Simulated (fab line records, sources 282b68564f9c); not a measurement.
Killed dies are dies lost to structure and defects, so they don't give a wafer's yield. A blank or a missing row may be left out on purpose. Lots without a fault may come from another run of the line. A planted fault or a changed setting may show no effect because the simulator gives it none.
fab line records | flow rit_cmos
record lots=13 wafers=39 last_day=7
route steps=202 shown NSD@140 SILICIDE@164 CONTACT@168 M1@201
lots that met no fault: from a run of the same line without faults
start_h: hours from the record's first day to the start of the lot's first wafer shown | wait_h: hours since the lot's step before | " the same as in the row above | L1.1+2: a row that stands for several wafers | - no value, or no start given | * or withheld: withheld | < > ~ a bound
route shown NAME@n: a module of which the file shows steps, and the number in the route of the first | usual: mean/standard deviation of fault-free wafers | same: alike in all rows | chamber/n: place in a boat | sites: the reading at each site | _std_site: their standard deviation | _edge_site: outer sites' mean less inner sites' | radius_mm: how far each site lies from the wafer's centre | mask NAME#n: copy n | behind: the tool/chamber that last shaped the wafer | hold: why the lot was held/for how many hours/how that ended | device: the transistor (n, p or np) that didn't switch | end of line: the same wafers' tests at the end of the route | a step without rows: its recipe alone | killed: dies lost to structure and defects at the first sort, not the wafer's yield | map: a wafer's dies, x killed, . not, _ none there
set.NAME: the setting as run; set.NAME@STEP: as run at that earlier step | model.NAME: the simulator's own value behind a step, which no gauge read
steps of the route over a sample of lots; a table a step, a row a wafer
services: from which hour (start_h, from the record's first day; less than 0 if before it) a tool's chamber was out of use, for how many hours, and why
## steps
# step RIT_NSD_STRIP_09
# recipe chemistry=O2 time_s=180 resist=NOVOLAK platen_temp_c=withheld power_w=500 pressure_mtorr=4000 o2_flow_sccm=4000
# usual drypump_motor_current_A=5.8/0.35
# columns lot.wafer tool chamber start_h wait_h drypump_motor_current_A rf_hours_counter_h
L968.1 plasma_asher-02 1 59.40 0.1 5.7 43
L968.2 " 0 " " 5.6 43
L968.6 " 1 " " 5.7 -
L969.2 plasma_asher-02 0 63.71 0.1 5.6 43
L969.4 " 0 " " 5.6 -
L969.6 " 0 " " 5.6 -
L970.1 plasma_asher-02 1 68.99 0.1 5.8 44
L970.4 " 1 " " 5.8 -
L970.6 " 0 " " 5.6 -
L971.1 plasma_asher-01 0 71.67 0.1 5.9 43
L971.3 " 0 " " 5.9 -
L971.4 " 1 " " 5.4 -
L972.1 plasma_asher-02 0 76.91 0.1 5.6 45
L972.3 " 1 " " 5.7 -
L972.5 " 0 " " 5.6 -
L973.1 plasma_asher-02 1 83.08 0.1 5.8 45
L973.3 " 0 " " 5.6 -
L973.6 " 0 " " 5.6 -
L975.2 plasma_asher-02 0 96.42 0.1 5.6 47
L975.5 " 0 " " 5.6 -
L975.6 " 1 " " 5.8 -
L976.1 plasma_asher-01 0 99.20 0.1 5.9 47
L976.3 " 1 " " 5.4 -
L976.4 " 0 " " 5.9 -
L979.1 plasma_asher-02 0 112.66 0.1 5.6 50
L979.3 " 0 " " 5.6 -
L979.4 " 1 " " 5.8 -
L980.2 plasma_asher-01 0 117.63 0.1 5.9 49
L980.5 " 1 " " 5.4 -
L980.6 " 0 " " 5.9 -
L987.1 plasma_asher-04 0 153.84 0.1 5.5 4
L987.3 " 0 " " 5.4 -
L987.6 " 1 " " 6.5 -
L988.3 plasma_asher-04 0 156.19 0.1 5.4 -
L988.4 " 1 " " 6.5 -
L988.6 " 0 " " 5.5 -
L990.1 plasma_asher-04 0 167.27 0.1 5.5 5
L990.4 " 1 " " 6.5 -
L990.5 " 0 " " 5.4 -
# step RIT_SILICIDE_THK_MEAS_03
# recipe thk_meas_gauge=xrf reads=Ti_of_SILICIDE_SPUTTER_01
# usual SILICIDE_TI_THK=29.6/0.39
# columns lot.wafer tool chamber start_h wait_h SILICIDE_TI_THK[nm]
L968.1 film_metro-02 - 62.26 0.1 29.2
L968.2 " - " " 29.5
L968.6 " - " " 28.4
L969.2 film_metro-03 - 66.57 0.1 29.6
L969.4 " - " " 29.9
L969.6 " - " " 29.6
L970.1 film_metro-02 - 71.96 0.1 29.8
L970.4 " - " " 30.0
L970.6 " - " " 30.0
L971.1 film_metro-04 - 74.52 0.1 30.6
L971.3 " - " " 30.3
L971.4 " - " " 30.3
L972.1 film_metro-04 - 79.78 0.1 29.5
L972.3 " - " " 29.7
L972.5 " - " " 29.5
L973.1 film_metro-04 - 86.33 0.1 29.7
L973.3 " - " " 30.1
L973.6 " - " " 29.6
L975.2 film_metro-03 - 99.53 0.1 29.1
L975.5 " - " " 29.3
L975.6 " - " " 29.3
L976.1 film_metro-03 - 102.05 0.1 29.4
L976.3 " - " " 29.9
L976.4 " - " " 29.1
L979.1 film_metro-04 - 115.63 0.1 29.0
L979.3 " - " " 29.4
L979.4 " - " " 29.5
L980.2 film_metro-02 - 120.52 0.1 29.5
L980.5 " - " " 29.6
L980.6 " - " " 29.3
L987.1 film_metro-02 - 156.99 0.1 29.1
L987.3 " - " " 29.6
L987.6 " - " " 29.3
L988.3 film_metro-03 - 159.09 0.1 29.9
L988.4 " - " " 29.9
L988.6 " - " " 29.6
L990.1 film_metro-03 - 170.13 0.1 29.8
L990.4 " - " " 30.1
L990.5 " - " " 29.9
# step RIT_CONTACT_CVD_00
# recipe material=SiO2 target_thk_nm=400 precursor=TEOS temp_c=390 time_s=61 rf_w=400
# usual heater_power_w=313/45
# columns lot.wafer tool chamber start_h wait_h heater_power_w since_wet_clean_h
L968.1 pecvd-03 0 62.49 0.1 282 1008
L968.2 " 2 " " 419 1008
L968.6 " 1 " " 287 -
L969.2 pecvd-01 2 66.79 0.0 325 1403
L969.4 " 0 " " 308 -
L969.6 " 1 " " 303 -
L970.1 pecvd-02 0 72.19 0.1 279 223
L970.4 " 2 " " 347 -
L970.6 " 0 " " 301 -
L971.1 pecvd-03 1 74.75 0.1 332 1021
L971.3 " 2 " " 402 1021
L971.4 " 1 " " 243 -
L972.1 pecvd-02 0 80.01 0.1 349 231
L972.3 " 2 " " 345 231
L972.5 " 2 " " 347 -
L973.1 pecvd-03 1 86.57 0.1 300 1032
L973.3 " 0 " " 286 1032
L973.6 " 0 " " 212 -
L975.2 pecvd-01 0 99.75 0.0 333 1436
L975.5 " 0 " " 337 -
L975.6 " 1 " " 295 -
L976.1 pecvd-03 0 102.28 0.1 253 1048
L976.3 " 2 " " 381 1048
L976.4 " 1 " " 334 -
L979.1 pecvd-03 0 115.87 0.1 234 1062
L979.3 " 2 " " 352 1062
L979.4 " 0 " " 248 -
L980.2 pecvd-02 0 120.76 0.0 329 272
L980.5 " 2 " " 326 -
L980.6 " 0 " " 345 -
L987.1 pecvd-01 2 157.23 0.1 289 1493
L987.3 " 0 " " 296 1493
L987.6 " 1 " " 288 -
L988.3 pecvd-03 2 159.31 0.0 407 1105
L988.4 " 0 " " 253 -
L988.6 " 1 " " 267 -
L990.1 pecvd-01 2 170.36 0.1 293 1507
L990.4 " 0 " " 271 -
L990.5 " 1 " " 283 -
# step RIT_CONTACT_THK_MEAS_01
# recipe reads=SiO2_of_CONTACT_CVD_00
# usual CONTACT_TEOS_THK=399/4.7
# columns lot.wafer tool chamber start_h wait_h CONTACT_TEOS_THK[nm]
L968.1 film_metro-04 - 62.54 0.0 399
L968.2 " - " " 402
L968.6 " - " " 402
L969.2 film_metro-01 - 66.85 0.0 400
L969.4 " - " " 397
L969.6 " - " " 400
L970.1 film_metro-01 - 72.24 0.0 396
L970.4 " - " " 398
L970.6 " - " " 392
L971.1 film_metro-01 - 74.80 0.0 394
L971.3 " - " " 395
L971.4 " - " " 402
L972.1 film_metro-01 - 80.07 0.0 395
L972.3 " - " " 398
L972.5 " - " " 400
L973.1 film_metro-01 - 86.62 0.0 396
L973.3 " - " " 395
L973.6 " - " " 402
L975.2 film_metro-04 - 99.81 0.0 396
L975.5 " - " " 399
L975.6 " - " " 406
L976.1 film_metro-01 - 102.33 0.0 394
L976.3 " - " " 397
L976.4 " - " " 399
L979.1 film_metro-04 - 115.92 0.0 394
L979.3 " - " " 397
L979.4 " - " " 401
L980.2 film_metro-01 - 120.82 0.0 391
L980.5 " - " " 415
L980.6 " - " " 392
L987.1 film_metro-03 - 157.28 0.0 403
L987.3 " - " " 398
L987.6 " - " " 403
L988.3 film_metro-01 - 159.38 0.0 401
L988.4 " - " " 402
L988.6 " - " " 402
L990.1 film_metro-03 - 170.41 0.0 396
L990.4 " - " " 396
L990.5 " - " " 398
# step RIT_M1_BOW_MEAS_16
# recipe mode=bow
# usual M1_BOW=17/6.3
# columns lot.wafer tool chamber start_h wait_h M1_BOW[um]
L968.1 film_metro-01 - 68.91 0.0 26
L968.2 " - " " 16
L968.6 " - " " 1
L969.2 film_metro-01 - 73.05 0.0 32
L969.4 " - " " 23
L969.6 " - " " 25
L970.1 film_metro-01 - 78.58 0.0 14
L970.4 " - " " 12
L970.6 " - " " 22
L971.1 film_metro-01 - 81.02 0.0 18
L971.3 " - " " 18
L971.4 " - " " 29
L972.1 film_metro-02 - 86.42 0.0 14
L972.3 " - " " 5
L972.5 " - " " 21
L973.1 film_metro-01 - 92.92 0.0 12
L973.3 " - " " 14
L973.6 " - " " 24
L975.2 film_metro-01 - 127.20 0.0 11
L975.5 " - " " 30
L975.6 " - " " 21
L976.1 film_metro-02 - 127.30 0.1 8
L976.3 " - " " 12
L976.4 " - " " 18
L980.2 film_metro-04 - 127.33 0.1 19
L980.5 " - " " 18
L980.6 " - " " 11
L979.1 film_metro-02 - 127.42 0.2 17
L979.3 " - " " 23
L979.4 " - " " 13
L987.1 film_metro-04 - 163.36 0.0 8
L987.3 " - " " 8
L987.6 " - " " 13
L988.3 film_metro-01 - 165.85 0.0 21
L988.4 " - " " 29
L988.6 " - " " 19
L990.1 film_metro-01 - 176.76 0.0 10
L990.4 " - " " 11
L990.5 " - " " 20
# step RIT_M1_PROBE_99
# usual killed_at_M0_to_M3=0.0/0.12 killed_at_contacts=0.1/0.25 killed_at_front_end=6.8/2.7 killed_dies=6.8/2.7 killed_open=3.4/1.8 killed_short=3.5/1.7
# same gross_dies=264 killed_at_M4_up=0 killed_at_back_side=0 killed_at_other=0
# columns lot.wafer tool chamber start_h wait_h killed_at_M0_to_M3 killed_at_contacts killed_at_front_end killed_dies killed_open killed_short
L973.1 prober-01 - 93.04 0.1 0 0 4 4 4 0
L973.3 prober-01 - 93.14 0.2 0 0 10 10 4 6
L973.6 prober-01 - 93.29 0.2 0 0 3 3 1 2
L976.1 prober-01 - 128.20 0.9 0 1 7 8 5 3
L976.3 prober-01 - 128.30 0.9 0 0 8 8 4 4
L976.4 prober-01 - 128.35 1.0 0 0 6 6 3 3
L980.2 prober-01 - 128.85 1.5 0 0 6 6 3 3
L980.5 prober-01 - 129.00 1.6 0 0 13 13 4 9
L980.6 prober-01 - 129.05 1.6 0 0 8 8 5 3
# killed by level:class
L973.1 FOX1:geometric_particle:open=3 SPACER:geometric_particle:open=1
L973.3 GATE:geometric_particle:short=2 REOX:geometric_particle:open=2 SILICIDE:geometric_particle:short=2 FOX1:geometric_particle:short=1 GATE:geometric_particle:open=1 SPACER:geometric_particle:open=1 SPACER:geometric_particle:short=1
L973.6 FOX2:geometric_particle:short=2 FOX2:geometric_particle:open=1
L976.1 GATE:geometric_particle:open=2 FOX1:geometric_particle:open=1 FOX2:geometric_particle:short=1 GATE:geometric_particle:short=1 REOX:geometric_particle:open=1 SPACER:geometric_particle:open=1 CONTACT:geometric_particle:short=1
L976.3 FOX1:geometric_particle:open=2 REOX:geometric_particle:short=2 SPACER:geometric_particle:short=2 GATE:geometric_particle:open=1 SPACER:geometric_particle:open=1
L976.4 GATE:geometric_particle:short=2 GATE:geometric_particle:open=1 REOX:geometric_particle:open=1 SILICIDE:geometric_particle:short=1 SILICIDE:geometric_particle:open=1
L980.2 FOX1:geometric_particle:short=2 GATE:geometric_particle:open=2 SPACER:geometric_particle:open=1 SPACER:geometric_particle:short=1
L980.5 FOX1:geometric_particle:short=3 FOX1:geometric_particle:open=2 SPACER:geometric_particle:short=2 FOX2:geometric_particle:open=2 FOX2:geometric_particle:short=2 GATE:geometric_particle:short=1 REOX:geometric_particle:short=1
L980.6 GATE:geometric_particle:short=2 GATE:geometric_particle:open=2 REOX:geometric_particle:open=2 FOX2:geometric_particle:short=1 FOX2:geometric_particle:open=1
## services
# columns tool chamber start_h hours kind
pecvd-02 - 52.59 14.6 pm
pecvd-03 0 55.32 4.3 repair
pecvd-03 - 57.99 2.8 pm
pecvd-01 - 67.24 0.8 repair
pecvd-01 - 71.22 28.1 pm
plasma_asher-04 - 78.79 21.3 repair
plasma_asher-04 - 108.75 9.0 pm
plasma_asher-04 0 108.75 9.0 vent_cycle
plasma_asher-04 1 108.75 9.0 vent_cycle
plasma_asher-04 0 117.75 - clean
plasma_asher-04 1 117.75 - clean
plasma_asher-02 - 126.35 4.3 pm
pecvd-03 - 128.55 0.3 repair
## key
first_sign step=RIT_CONTACT_THK_MEAS_01 reading=CONTACT_TEOS_THK direction=up sigmas=3.5 usual=399 struck=415
effect none on later readings
met_at RIT_CONTACT_CVD_00
struck_lots L980
struck_wafers L980.5
tester_left_out L980
not_acting_at RIT_NSD_STRIP_09,RIT_SILICIDE_THK_MEAS_03,RIT_M1_BOW_MEAS_16
onset_between 80.01 120.76
fault kind=process_parameter_drift tool=pecvd-02 chamber=2 onset_h=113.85 steps=RIT_CONTACT_CVD_00 channel=time_s offset=* shape=step end_h=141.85 stated=*
# tester_left_out: of these lots the tester's yield and bins aren't shown, on N5 and GAA mostly nor the transistor test; their killed dies are dies lost to structure and defects alone, not to doping, threshold or leakage, so they don't give the yield
